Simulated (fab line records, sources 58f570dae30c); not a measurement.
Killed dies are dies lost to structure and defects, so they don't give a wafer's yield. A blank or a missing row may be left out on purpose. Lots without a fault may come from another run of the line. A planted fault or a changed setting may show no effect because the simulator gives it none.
A struck lot beside a sound one | flow berkeley_cmos170 | 14 steps out of a route of 331
Sound: wafers L616.2, L616.3, L616.4. Struck: wafers L627.1, L627.2, L627.4. The cause comes at the end.
At each step with rows: each side's tool, then ch and its chambers, then its first start. Under that, the readings that differ: sound wafers | struck wafers | difference of the means | sigmas: that difference in standard deviations of wafers without a fault.
alike: readings whose means differ by less than 2 such deviations, and words and numbers that are the same on both sides. not compared: withheld readings, readings that some wafer has no value for, bounds like >300 that may hide the same value, and numbers for which the record gives no deviation and whose values overlap.
The two part at a step that has a row with sigmas, a row that says differs or no value, or rows on one side only. Numbers that don't overlap but have no deviation are shown without sigmas and don't part them. A reading that every wafer of one side lacks parts them only if that side has two wafers or more.

first, 3 steps without rows for these wafers: UCB170_PWELL_CLEAN_00 (cleans in SPM, time 600 s); UCB170_PWELL_CLEAN_01 (cleans in dHF, time 60 s); UCB170_PWELL_OXIDATION_02 (target thk 26.4 nm, ox time 1260 s).
UCB170_PWELL_THK_MEAS_03:
  sound on film_metro-02, day 3 23:46; struck on film_metro-02, day 5 21:00
  alike: PWELL_OXIDE_THK
then, 2 steps without rows for these wafers: UCB170_PWELL_ANNEAL_04 (time 900 s); UCB170_PWELL_CVD_05 (deposits Si3N4 from SiH2Cl2/NH3, target thk 220 nm, time 3300 s).
UCB170_PWELL_THK_MEAS_06:
  sound on film_metro-01, day 4 05:40; struck on film_metro-02, day 6 05:52
  alike: PWELL_NITRIDE_THK
then, 5 steps without rows for these wafers: UCB170_PWELL_HMDS_07 (prime time 60 s); UCB170_PWELL_COAT_08 (resist thk 900 nm); UCB170_PWELL_SOFTBAKE_09 (time 60 s); UCB170_PWELL_EXPOSE_10 (exposes mask PWELL, target cd 3000 nm); UCB170_PWELL_PEB_11.
UCB170_PWELL_DEVELOP_12: develop time 45 s.
  sound on litho_track-03 ch 0, day 4 07:00; struck on litho_track-01, day 6 07:00
  no value came back on the struck wafers for chill_plate_temp_C (C), develop_time_s (s); on the sound wafers chill_plate_temp_C (C) reads 23.04 22.89 22.82
  reading                                | sound             | struck            | difference | sigmas
  model.KrF_of_PWELL_COAT_08.thk_nm (nm) | 885.9 884.1 885.7 | 896.8 899.5 897.9 | +12.8      |
UCB170_PWELL_OVL_MEAS_13:
  sound on overlay-01, day 4 07:46; struck on overlay-02, day 6 07:27
  reading        | sound    | struck | difference                    | sigmas
  PWELL_OVL (nm) | -5 -6 -7 | - - -  | no value on the struck wafers |

WHERE THEY PART
First at UCB170_PWELL_DEVELOP_12; last, within this record, at UCB170_PWELL_OVL_MEAS_13.

WHY: what the simulator had put in
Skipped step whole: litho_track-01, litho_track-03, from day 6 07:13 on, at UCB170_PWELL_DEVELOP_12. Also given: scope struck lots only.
